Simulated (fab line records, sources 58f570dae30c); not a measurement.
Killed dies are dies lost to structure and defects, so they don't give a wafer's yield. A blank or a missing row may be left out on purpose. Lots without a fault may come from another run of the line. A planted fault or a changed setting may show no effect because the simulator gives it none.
fab line records | flow berkeley_cmos170
record lots=14 wafers=42 last_day=12
route steps=331 shown PWELL@45 M1@240 V1@254 M3@312
lots that met no fault: from a run of the same line without faults
start_h: hours from the record's first day to the start of the lot's first wafer shown | wait_h: hours since the lot's step before | " the same as in the row above | L1.1+2: a row that stands for several wafers | - no value, or no start given | * or withheld: withheld | < > ~ a bound
route shown NAME@n: a module of which the file shows steps, and the number in the route of the first | usual: mean/standard deviation of fault-free wafers | same: alike in all rows | chamber/n: place in a boat | sites: the reading at each site | _std_site: their standard deviation | _edge_site: outer sites' mean less inner sites' | radius_mm: how far each site lies from the wafer's centre | mask NAME#n: copy n | behind: the tool/chamber that last shaped the wafer | hold: why the lot was held/for how many hours/how that ended | device: the transistor (n, p or np) that didn't switch | end of line: the same wafers' tests at the end of the route | a step without rows: its recipe alone | killed: dies lost to structure and defects at the first sort, not the wafer's yield | map: a wafer's dies, x killed, . not, _ none there
set.NAME: the setting as run; set.NAME@STEP: as run at that earlier step | model.NAME: the simulator's own value behind a step, which no gauge read
steps of the route over a sample of lots; a table a step, a row a wafer
services: from which hour (start_h, from the record's first day; less than 0 if before it) a tool's chamber was out of use, for how many hours, and why
## steps
# step UCB170_PWELL_PEB_11
# recipe peb_temp_c=130 peb_time_s=withheld resist=KrF
# usual heater_power_total_W=56.79/0.048 plate_temp_C=129.99/0.14
# columns lot.wafer tool chamber start_h wait_h heater_power_total_W plate_temp_C
L897.2 litho_track-03 0 45.23 0.1 56.82 130.03
L897.3 " 0 " " 56.84 129.81
L897.6 " 0 " " 56.74 129.82
L898.2 litho_track-04 0 50.54 0.1 56.82 130.07
L898.4 " 0 " " 56.63 130.02
L898.6 " 0 " " 56.75 130.16
L900.1 litho_track-03 0 69.89 0.1 56.84 130.10
L900.4 " 0 " " 56.87 129.82
L900.6 " 0 " " 56.76 129.99
L902.1 litho_track-04 0 74.78 0.1 56.81 129.98
L902.3 " 0 " " 56.81 130.07
L902.5 " 0 " " 56.81 130.11
L903.2 litho_track-03 0 84.82 0.4 56.80 129.80
L903.4 " 0 " " 56.85 130.05
L903.6 " 0 " " 56.78 130.00
L907.3 litho_track-04 0 99.60 0.1 56.84 129.79
L907.5 " 0 " " 56.80 129.96
L907.6 " 0 " " 56.81 130.14
L908.2 litho_track-03 0 99.82 0.1 56.82 130.13
L908.3 " 0 " " 56.70 130.08
L908.5 " 0 " " 56.75 129.85
L906.1 litho_track-04 0 100.04 0.1 56.80 130.04
L906.4 " 0 " " 56.78 129.72
L906.5 " 0 " " 56.77 129.76
L909.3 litho_track-03 0 107.24 0.8 56.70 129.98
L909.5 " 0 " " 56.82 130.02
L909.6 " 0 " " 56.81 130.02
L910.2 litho_track-02 0 115.08 0.1 56.75 130.11
L910.3 " 0 " " 56.82 129.90
L910.6 " 0 " " 56.72 129.98
L914.1 litho_track-04 0 135.35 0.1 58.51 132.97
L914.2 " 0 " " 58.50 133.02
L914.3 " 0 " " 58.58 132.99
L915.1 litho_track-04 0 139.71 0.3 58.45 133.06
L915.5 " 0 " " 58.61 133.29
L915.6 " 0 " " 58.49 133.20
L919.2 litho_track-02 0 160.06 0.4 56.83 130.07
L919.3 " 0 " " 56.86 130.13
L919.4 " 0 " " 56.81 130.18
L920.1 litho_track-02 0 165.59 0.1 56.86 130.12
L920.2 " 0 " " 56.79 130.19
L920.5 " 0 " " 56.77 130.15
# step UCB170_M1_THK_MEAS_02
# recipe thk_meas_gauge=xrf reads=Al_of_M1_SPUTTER_00
# usual M1_AL_THK=602/7.7
# columns lot.wafer tool chamber start_h wait_h M1_AL_THK[nm]
L897.2 film_metro-02 - 141.86 0.1 601
L897.3 " - " " 598
L897.6 " - " " 603
L898.2 film_metro-02 - 148.15 0.1 604
L898.4 " - " " 593
L898.6 " - " " 585
L900.1 film_metro-03 - 161.31 0.1 605
L900.4 " - " " 601
L900.6 " - " " 604
L902.1 film_metro-01 - 181.09 0.1 600
L902.3 " - " " 603
L902.5 " - " " 603
L906.1 film_metro-02 - 191.65 0.1 602
L906.4 " - " " 606
L906.5 " - " " 604
L908.2 film_metro-02 - 192.10 0.1 612
L908.3 " - " " 607
L908.5 " - " " 605
L903.2 film_metro-01 - 192.57 0.1 602
L903.4 " - " " 594
L903.6 " - " " 606
L909.3 film_metro-01 - 206.51 0.1 597
L909.5 " - " " 596
L909.6 " - " " 591
L907.3 film_metro-01 - 206.79 0.1 605
L907.5 " - " " 608
L907.6 " - " " 611
L910.2 film_metro-01 - 212.45 0.1 596
L910.3 " - " " 603
L910.6 " - " " 599
L914.1 film_metro-02 - 243.19 0.1 610
L914.2 " - " " 609
L914.3 " - " " 603
L915.1 film_metro-03 - 243.46 0.1 606
L915.5 " - " " 589
L915.6 " - " " 600
L919.2 film_metro-01 - 260.18 0.1 608
L919.3 " - " " 589
L919.4 " - " " 607
L920.1 film_metro-02 - 260.37 0.1 597
L920.2 " - " " 596
L920.5 " - " " 608
# step UCB170_V1_CVD_00
# recipe material=SiO2 target_thk_nm=2000 temp_c=390 precursor=TEOS/O2 time_s=250 rf_w=550 pressure_mtorr=9000
# usual heater_power_w=249/56
# columns lot.wafer tool chamber start_h wait_h heater_power_w
L897.2 pecvd-01 0 147.88 0.0 258
L897.3 " 2 " " 247
L897.6 " 2 " " 293
L898.2 pecvd-01 2 157.15 0.0 253
L898.4 " 0 " " 203
L898.6 " 1 " " 232
L900.1 pecvd-03 1 165.75 0.0 355
L900.4 " 1 " " 261
L900.6 " 0 " " 183
L902.1 pecvd-03 2 187.19 0.0 373
L902.3 " 0 " " 238
L902.5 " 2 " " 276
L906.1 pecvd-03 0 199.14 0.0 265
L906.4 " 2 " " 362
L906.5 " 1 " " 257
L908.2 pecvd-01 0 199.14 0.0 238
L908.3 " 1 " " 242
L908.5 " 2 " " 208
L903.2 pecvd-03 1 199.30 0.2 271
L903.4 " 0 " " 183
L903.6 " 1 " " 352
L907.3 pecvd-04 1 212.86 0.0 194
L907.5 " 2 " " 287
L907.6 " 1 " " 253
L909.3 pecvd-01 0 212.86 0.0 285
L909.5 " 0 " " 202
L909.6 " 1 " " 166
L910.2 pecvd-03 2 216.40 0.0 376
L910.3 " 1 " " 356
L910.6 " 1 " " 264
L914.1 pecvd-01 1 252.27 0.0 224
L914.2 " 2 " " 291
L914.3 " 0 " " 248
L915.1 pecvd-04 2 252.27 0.0 239
L915.5 " 2 " " 296
L915.6 " 1 " " 168
L919.2 pecvd-01 2 265.64 0.0 274
L919.3 " 0 " " 292
L919.4 " 1 " " 169
L920.1 pecvd-03 0 265.64 0.0 238
L920.2 " 1 " " 379
L920.5 " 1 " " 272
# step UCB170_M3_THK_MEAS_03
# recipe thk_meas_gauge=xrf reads=Al_of_M3_SPUTTER_01
# usual M3_AL_THK=896/13
# columns lot.wafer tool chamber start_h wait_h M3_AL_THK[nm]
L897.2 film_metro-01 - 158.63 0.1 887
L897.3 " - " " 896
L897.6 " - " " 890
L898.2 film_metro-01 - 165.92 0.1 887
L898.4 " - " " 910
L898.6 " - " " 901
L900.1 film_metro-02 - 179.16 0.1 882
L900.4 " - " " 880
L900.6 " - " " 876
L902.1 film_metro-01 - 195.67 0.1 905
L902.3 " - " " 888
L902.5 " - " " 897
L906.1 film_metro-02 - 206.79 0.1 904
L906.4 " - " " 902
L906.5 " - " " 907
L908.2 film_metro-01 - 208.06 0.1 890
L908.3 " - " " 910
L908.5 " - " " 908
L903.2 film_metro-03 - 208.31 0.1 903
L903.4 " - " " 905
L903.6 " - " " 912
L909.3 film_metro-03 - 221.95 0.1 910
L909.5 " - " " 916
L909.6 " - " " 908
L907.3 film_metro-03 - 222.28 0.1 881
L907.5 " - " " 910
L907.6 " - " " 902
L910.2 film_metro-01 - 231.94 0.1 882
L910.3 " - " " 867
L910.6 " - " " 892
L914.1 film_metro-01 - 260.58 0.1 920
L914.2 " - " " 904
L914.3 " - " " 886
L915.1 film_metro-03 - 261.18 0.1 887
L915.5 " - " " 893
L915.6 " - " " 894
L920.1 film_metro-01 - 278.72 0.1 901
L920.2 " - " " 904
L920.5 " - " " 900
L919.2 film_metro-03 - 281.07 0.1 875
L919.3 " - " " 889
L919.4 " - " " 901
## services
# columns tool chamber start_h hours kind
pecvd-04 0 28.50 - clean
pecvd-04 1 28.50 - clean
pecvd-04 2 28.50 - clean
pecvd-03 1 40.54 10.0 repair
pecvd-01 2 82.59 20.6 repair
pecvd-04 - 164.91 1.1 repair
pecvd-04 - 167.01 0.3 repair
pecvd-01 - 214.24 1.2 repair
pecvd-01 2 231.96 14.1 repair
pecvd-03 - 242.50 14.0 pm
pecvd-03 0 242.50 14.0 vent_cycle
pecvd-03 1 242.50 14.0 vent_cycle
pecvd-03 2 242.50 14.0 vent_cycle
pecvd-03 0 256.50 - clean
pecvd-03 1 256.50 - clean
pecvd-03 2 256.50 - clean
## key
first_sign step=UCB170_PWELL_PEB_11 reading=heater_power_total_W direction=up sigmas=36 usual=56.79 struck=58.53
effect step=UCB170_PWELL_PEB_11 reading=plate_temp_C direction=up sigmas=22 usual=* struck=*
met_at UCB170_PWELL_PEB_11
struck_lots L914,L915
tester_left_out L914,L915
not_acting_at UCB170_M1_THK_MEAS_02,UCB170_V1_CVD_00,UCB170_M3_THK_MEAS_03
onset_between 100.04 135.35
fault kind=process_parameter_drift tool=litho_track-04 chamber=- onset_h=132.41 steps=UCB170_PWELL_PEB_11 channel=peb_temp_c offset=* shape=step end_h=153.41 acts_in=* stated=*
# tester_left_out: of these lots the tester's yield and bins aren't shown, on N5 and GAA mostly nor the transistor test; their killed dies are dies lost to structure and defects alone, not to doping, threshold or leakage, so they don't give the yield
